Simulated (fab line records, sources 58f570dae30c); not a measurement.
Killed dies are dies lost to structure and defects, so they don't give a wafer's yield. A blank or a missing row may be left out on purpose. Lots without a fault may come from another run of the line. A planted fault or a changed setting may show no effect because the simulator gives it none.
Split-lot experiment | flow berkeley_cmos170 | 5 lots, 23 wafers read, on a route of 331 steps

THE SPLIT
At UCB170_V1_PEB_10, the setting peb_temp_c was moved away from the recipe's 130 C on 10 of the 23 wafers read, by -3.0% to +2.8%. The other wafers ran this setting at the recipe's value.

FROM THE SPLIT TO THE READING: what the file shows between them, 4 steps
- UCB170_V1_DEVELOP_11: develop time 45 s
- UCB170_V1_CD_MEAS_12: target cd 700 nm
- UCB170_V1_ETCH_14: etches SiO2 in CHF3/CF4/Ar, stops on Al, target depth 1250 nm, time 291 s
- UCB170_V1_STRIP_15: strips in O2

THE READING
cd_nm, in nm, at UCB170_V1_CD_MEAS_90 (target cd 700 nm). Fault-free wafers of this fab line usually give 699.6 nm, standard deviation 1.2 nm.

wafer  | tool, chamber at the split | peb_temp_c as run, C | against the recipe | cd_nm, nm | against lot-mates on the recipe
L075.1 | litho_track-04, 0          | 133.7                | +2.8%              | 719.4     | +19.9
L075.2 | litho_track-04, 0          | 133.7                | +2.8%              | 719.4     | +19.9
L075.3 | litho_track-04, 0          | 130                  | recipe             | 700.3     | -
L075.4 | litho_track-04, 0          | 130                  | recipe             | 699.3     | -
L075.6 | litho_track-04, 0          | 130                  | recipe             | 699.0     | -
L076.2 | litho_track-01, 0          | 132.2                | +1.7%              | 711.2     | +10.8
L076.3 | litho_track-01, 0          | 132.2                | +1.7%              | 714.4     | +13.9
L076.4 | litho_track-01, 0          | 130                  | recipe             | 700.6     | -
L076.5 | litho_track-01, 0          | 132.2                | +1.7%              | 711.2     | +10.8
L076.6 | litho_track-01, 0          | 130                  | recipe             | 700.3     | -
L078.2 | litho_track-03, 0          | 130                  | recipe             | 699.3     | -
L078.3 | litho_track-03, 0          | 130                  | recipe             | 698.6     | -
L078.4 | litho_track-03, 0          | 132.3                | +1.8%              | 712.6     | +13.1
L078.5 | litho_track-03, 0          | 132.3                | +1.8%              | 710.3     | +10.8
L078.6 | litho_track-03, 0          | 130                  | recipe             | 700.7     | -
L081.1 | litho_track-01, 0          | 130                  | recipe             | 700.8     | -
L081.3 | litho_track-01, 0          | 130                  | recipe             | 700.0     | -
L081.4 | litho_track-01, 0          | 130                  | recipe             | 699.3     | -
L084.1 | litho_track-01, 0          | 130                  | recipe             | 699.9     | -
L084.2 | litho_track-01, 0          | 130                  | recipe             | 699.0     | -
L084.3 | litho_track-01, 0          | 126.1                | -3.0%              | 671.1     | -28.4
L084.5 | litho_track-01, 0          | 126.1                | -3.0%              | 668.5     | -31.0
L084.6 | litho_track-01, 0          | 126.1                | -3.0%              | 670.5     | -29.0

THE FIT
A straight line over all 23 wafers: cd_nm changes by +8.47 nm for each +1% of peb_temp_c; r = +0.99; the points scatter about the line by 2.2 nm.
The same after taking each lot's own level away (the mean of its wafers on the recipe; 23 wafers): +8.4 nm for each +1%; r = +0.99; scatter 2.1 nm.
On that fit, the largest move of peb_temp_c shifts the reading by 25 nm.
The lots' own levels span 699.45 to 700.45 nm, that is 0.8 times the standard deviation above.
So the lot-to-lot level changes the slope little: the two slopes agree.
Check: with one of the wafers moved furthest among these (-3.0%) left out of the fit, the line predicts -26.2 nm for it against its lot-mates. It came out at -28.4 nm against them.

OTHER SPLITS ON THESE WAFERS
These wafers also went through other splits before the reading. Each is held against what the fit with the lots' levels taken away leaves over:
other split on the same wafers   | wafers away from the commonest value | r with cd_nm (lot level and that fit taken away)
UCB170_SPACER_CVD_00 time_s      | 7                                    | -0.07
UCB170_PSD_PEB_04 peb_temp_c     | 10                                   | +0.23
UCB170_NSD_COAT_01 resist_thk_nm | 8                                    | +0.46
UCB170_BACKSIDE_STRIP_03 power_w | 11                                   | -0.04
UCB170_M1_SPUTTER_00 time_s      | 9                                    | -0.09

THE WHOLE CHAIN: every reading that the file lists as answering this split, in the file's order
step                 | what it does                                                              | reading                                                   | change (the file's fit)              | r (the file's)
UCB170_V1_CD_MEAS_12 | target cd 700 nm                                                          | cd_nm                                                     | +8.57 nm for each +1% of the setting | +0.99
UCB170_V1_ETCH_14    | etches SiO2 in CHF3/CF4/Ar, stops on Al, target depth 1250 nm, time 291 s | V1.cd_nm (the simulator's own value, which no gauge read) | +8.08 nm for each +1% of the setting | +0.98
UCB170_V1_CD_MEAS_90 | target cd 700 nm                                                          | cd_nm                                                     | +8.04 nm for each +1% of the setting | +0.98

THE FILE'S OWN FIT
cd_nm changes by +8.04 nm for each +1% of peb_temp_c, r = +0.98.
